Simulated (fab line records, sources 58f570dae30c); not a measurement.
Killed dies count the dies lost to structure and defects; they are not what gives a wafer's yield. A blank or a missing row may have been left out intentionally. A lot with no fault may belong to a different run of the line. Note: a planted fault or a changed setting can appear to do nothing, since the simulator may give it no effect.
Split-lot trial -- flow berkeleyCmos170 -- 23 wafers read from 5 lots, route of 331 steps

ON THE SPLIT
At UCB170_SACOX_OXIDATION_01 (target thk 14.4 nm, ox time 2400 s), the setting tempC was moved away from the recipe's 900 C on 20 of the 23 wafers read, by -1.3% to +2.7%. This setting was run at the recipe's value on the other wafers.

No step appears in the file between the split and the reading.

THE READING
SACOX_OXIDE_THK at UCB170_SACOX_THK_MEAS_02, in nm. On this fab line, fault-free wafers typically give 14.51 nm with a standard deviation of 0.25 nm.

wafer,"tool, chamber at the split","tempC as run, C",against the recipe,"SACOX_OXIDE_THK, nm",against lot-mates on the recipe
L075.1,"furnace-01, 0",900,recipe,15.16,-
L075.5,"furnace-01, 0",900,recipe,14.85,-
L075.6,"furnace-01, 0",900,recipe,14.94,-
L078.1,"-, -",888.4,-1.3%,12.94,no lot-mate on the recipe
L078.3,"-, -",888.4,-1.3%,12.73,no lot-mate on the recipe
L078.4,"-, -",888.4,-1.3%,12.96,no lot-mate on the recipe
L078.5,"-, -",888.4,-1.3%,13.17,no lot-mate on the recipe
L078.6,"-, -",888.4,-1.3%,12.93,no lot-mate on the recipe
L080.2,"-, -",924.1,+2.7%,18.45,no lot-mate on the recipe
L080.3,"-, -",924.1,+2.7%,18.57,no lot-mate on the recipe
L080.4,"-, -",924.1,+2.7%,18.46,no lot-mate on the recipe
L080.5,"-, -",924.1,+2.7%,18.70,no lot-mate on the recipe
L080.6,"-, -",924.1,+2.7%,18.65,no lot-mate on the recipe
L082.1,"-, -",911.1,+1.2%,15.88,no lot-mate on the recipe
L082.2,"-, -",911.1,+1.2%,16.35,no lot-mate on the recipe
L082.3,"-, -",911.1,+1.2%,16.25,no lot-mate on the recipe
L082.5,"-, -",911.1,+1.2%,16.20,no lot-mate on the recipe
L082.6,"-, -",911.1,+1.2%,16.35,no lot-mate on the recipe
L083.1,"-, -",912.2,+1.4%,16.20,no lot-mate on the recipe
L083.2,"-, -",912.2,+1.4%,16.35,no lot-mate on the recipe
L083.4,"-, -",912.2,+1.4%,16.12,no lot-mate on the recipe
L083.5,"-, -",912.2,+1.4%,16.11,no lot-mate on the recipe
L083.6,"-, -",912.2,+1.4%,15.95,no lot-mate on the recipe

THE FIT
A straight line over all 23 wafers: SACOX_OXIDE_THK changes by +1.36 nm for each +1% of tempC; r = +0.99; the points scatter about the line by 0.3 nm.
Too few moved wafers with a lot-mate on the recipe to fit a line net of each lot's own level.

THE WHOLE CHAIN: every reading that the file lists as answering this split, in the file's order
step,what it does,reading,change (the file's fit),r (the file's)
UCB170_SACOX_OXIDATION_01,"target thk 14.4 nm, ox time 2400 s","SiO2_of_SACOX_OXIDATION_01.thkNm (the simulator's own value, which no gauge read)",+1.37 nm for each +1% of the setting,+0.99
UCB170_SACOX_THK_MEAS_02,,SACOX_OXIDE_THK,+1.36 for each +1% of the setting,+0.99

FILE'S OWN FIT
SACOX_OXIDE_THK changes by +1.36 nm for each +1% of tempC, r = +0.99.
